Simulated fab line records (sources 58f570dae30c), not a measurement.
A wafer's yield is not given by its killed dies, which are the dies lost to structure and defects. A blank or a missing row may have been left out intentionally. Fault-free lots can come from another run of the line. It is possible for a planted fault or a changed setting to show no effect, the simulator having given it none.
Which tool is to blame? ; flow berkeley-cmos170 ; 42 wafers from 14 lots sampled at 4 of the route's 331 steps

## WHAT EACH GAUGE READ, for each wafer
UCB170_NWELL_TW_MEAS_16. Usual: NWELL_TW gives 1240 (standard deviation 11).
lot;measured;on;NWELL_TW;flag
L647;day 2 13:28;film-metro-04;1232 1232 1227;
L648;day 3 00:14;film-metro-04;1230 1228 1229;
L650;day 3 08:42;film-metro-04;1228 1232 1224;
L651;day 3 18:01;film-metro-01;1256 1248 1251;
L652;day 3 18:16;film-metro-04;1232 1226 1227;
L655;day 4 05:11;film-metro-01;1450 1448 1446 1450 1451 1452;OFF
L657;day 4 16:44;film-metro-04;1433 1431 1430 1443 1434 1442;OFF
L660;day 5 08:40;film-metro-03;1253 1250 1256;
L661;day 5 17:43;film-metro-04;1229 1239 1229;
L662;day 5 23:57;film-metro-03;1250 1253 1251;
L664;day 6 07:35;film-metro-04;1226 1226 1226;
L666;day 6 17:16;film-metro-01;1255 1253 1251;
L668;day 7 00:11;film-metro-03;1250 1261 1261;
L667;day 7 00:40;film-metro-04;1231 1237 1237;

UCB170_ACTIVE_THK_MEAS_06. Usual: ACTIVE_NITRIDE_THK gives 219.2 nm (standard deviation 2).
lot;measured;on;ACTIVE_NITRIDE_THK (nm);flag
L647;day 4 16:40;film-metro-03;218.7 218.5 219.5;
L648;day 5 12:11;film-metro-01;222.2 219.8 222.9;
L650;day 5 19:08;film-metro-01;220.6 220.0 218.8;
L651;day 5 19:08;film-metro-03;218.8 218.0 218.4;
L652;day 5 19:08;film-metro-02;216.6 214.4 216.5;
L655;day 6 11:38;film-metro-03;218.2 219.2 218.4;
L657;day 6 19:55;film-metro-03;220.9 220.8 221.0;
L660;day 7 14:44;film-metro-03;218.1 218.7 218.7;
L661;day 7 23:22;film-metro-02;222.2 224.2 222.1;
L662;day 8 06:52;film-metro-03;220.7 220.4 220.6;
L664;day 8 06:51;film-metro-02;216.4 217.0 217.1;
L666;day 9 02:22;film-metro-03;218.5 220.9 219.9;
L668;day 9 09:40;film-metro-03;219.9 219.6 220.1;
L667;day 9 09:41;film-metro-01;218.6 217.7 217.6;

## WHAT TOOL EACH LOT RAN ON (gives the tool, then ch and the chambers of the sampled wafers, and finally the start)
lot;UCB170_NWELL_IMPLANT_14;UCB170_NWELL_STRIP_15
L647;implanter-02 ch 0, day 2 13:13;plasma-asher-01 ch 0,1, day 2 13:22
L648;implanter-02 ch 0, day 2 23:59;plasma-asher-01 ch 0,1, day 3 00:08
L650;implanter-04 ch 0, day 3 08:27;plasma-asher-02 ch 1, day 3 08:36
L651;implanter-02 ch 0, day 3 17:46;plasma-asher-01 ch 0,1, day 3 17:55
L652;implanter-04 ch 0, day 3 18:01;plasma-asher-01 ch 0, day 3 18:10
L655;implanter-04 ch 0, day 4 04:56;plasma-asher-02 ch 0,1, day 4 05:05
L657;implanter-04 ch 0, day 4 16:31;plasma-asher-02 ch 0,1, day 4 16:38
L660;implanter-03 ch 0, day 5 08:25;plasma-asher-01 ch 0,1, day 5 08:34
L661;implanter-02 ch 0, day 5 17:29;plasma-asher-02 ch 1, day 5 17:36
L662;implanter-03 ch 0, day 5 23:43;plasma-asher-04 ch 0,1, day 5 23:50
L664;implanter-03 ch 0, day 6 07:20;plasma-asher-02 ch 0,1, day 6 07:29
L666;implanter-03 ch 0, day 6 17:02;plasma-asher-04 ch 0,1, day 6 17:09
L668;implanter-04 ch 0, day 6 23:56;plasma-asher-02 ch 0,1, day 7 00:05
L667;implanter-03 ch 0, day 7 00:26;plasma-asher-02 ch 0,1, day 7 00:35
- UCB170_NWELL_IMPLANT_14
- UCB170_NWELL_STRIP_15: strips in O2.

## AS READ BY THE TOOLS THEMSELVES (means over the sampled wafers that have a number; for cases with no such wafer, the mark the record gives instead)
UCB170_NWELL_IMPLANT_14. Usual: dose-ions-cm2 9.997e+12, standard deviation 1.1e+10; faraday-current-uA 31.7, standard deviation 0.56.
lot;tool;dose-ions-cm2;faraday-current-uA;flag
L647;implanter-02;9.997e+12;31.3;
L648;implanter-02;9.996e+12;31.7;
L650;implanter-04;9.983e+12;32.0;
L651;implanter-02;9.990e+12;31.8;
L652;implanter-04;9.997e+12;31.4;
L655;implanter-04;1.601e+13;50.8;OFF
L657;implanter-04;1.599e+13;50.8;OFF
L660;implanter-03;1.000e+13;31.2;
L661;implanter-02;9.990e+12;32.1;
L662;implanter-03;1.001e+13;31.8;
L664;implanter-03;9.995e+12;31.6;
L666;implanter-03;1.000e+13;31.5;
L668;implanter-04;1.000e+13;31.8;
L667;implanter-03;9.991e+12;32.1;

UCB170_NWELL_STRIP_15. Usual: drypump-motor-current-A 5.64 A, standard deviation 0.29; o2-flow-sccm 399.9 sccm, standard deviation 1; oes-product-au 0.721 a.u., standard deviation 0.0047; strip-time-to-endpoint-s 17.96 s, standard deviation 0.068.
lot;tool;drypump-motor-current-A (A);o2-flow-sccm (sccm);oes-product-au (a.u.);strip-time-to-endpoint-s (s);flag
L647;plasma-asher-01;5.90;400.2;0.728;17.98;
L648;plasma-asher-01;5.90;401.4;0.722;17.97;
L650;plasma-asher-02;5.26;399.8;0.722;17.92;
L651;plasma-asher-01;5.90;400.1;0.727;17.98;
L652;plasma-asher-01;5.88;399.7;0.724;18.01;
L655;plasma-asher-02;5.36;399.6;0.724;17.82;
L657;plasma-asher-02;5.36;398.2;0.724;17.93;
L660;plasma-asher-01;5.89;399.7;0.718;17.87;
L661;plasma-asher-02;5.21;398.5;0.725;17.85;
L662;plasma-asher-04;5.44;399.1;0.721;18.04;
L664;plasma-asher-02;5.49;400.4;0.718;17.91;
L666;plasma-asher-04;5.65;399.3;0.719;17.91;
L668;plasma-asher-02;5.36;398.5;0.722;18.00;
L667;plasma-asher-02;5.34;400.1;0.722;17.94;

## THE ANSWER, worked out from the rows above alone
Rule: lot off if the mean of its wafers having a number is beyond 3 standard deviations from the usual mean. Also off: a lot with no number at a reading for which 4 or more lots have one. Where the step has rows for the other lots, those lots are counted as sound. First the gauges in route order, then the tools' own readings, where a lot's mean is used as printed above. At the first step where some lot is off, the reading lying furthest off is the one used; lots without a number count as furthest.
Off: L655, L657, seen at UCB170_NWELL_TW_MEAS_16 (NWELL_TW).
A tool fits if, at a process step before that reading, it ran every lot that is off, and no sound lot after the first of them. Not tried: the gauges at UCB170_NWELL_TW_MEAS_16; whatever is off there is also off at UCB170_NWELL_IMPLANT_14, on other tools, and gauge error can't account for it. Not one of the candidates tried fits.

## WHAT HAD BEEN PUT IN BY THE SIMULATOR
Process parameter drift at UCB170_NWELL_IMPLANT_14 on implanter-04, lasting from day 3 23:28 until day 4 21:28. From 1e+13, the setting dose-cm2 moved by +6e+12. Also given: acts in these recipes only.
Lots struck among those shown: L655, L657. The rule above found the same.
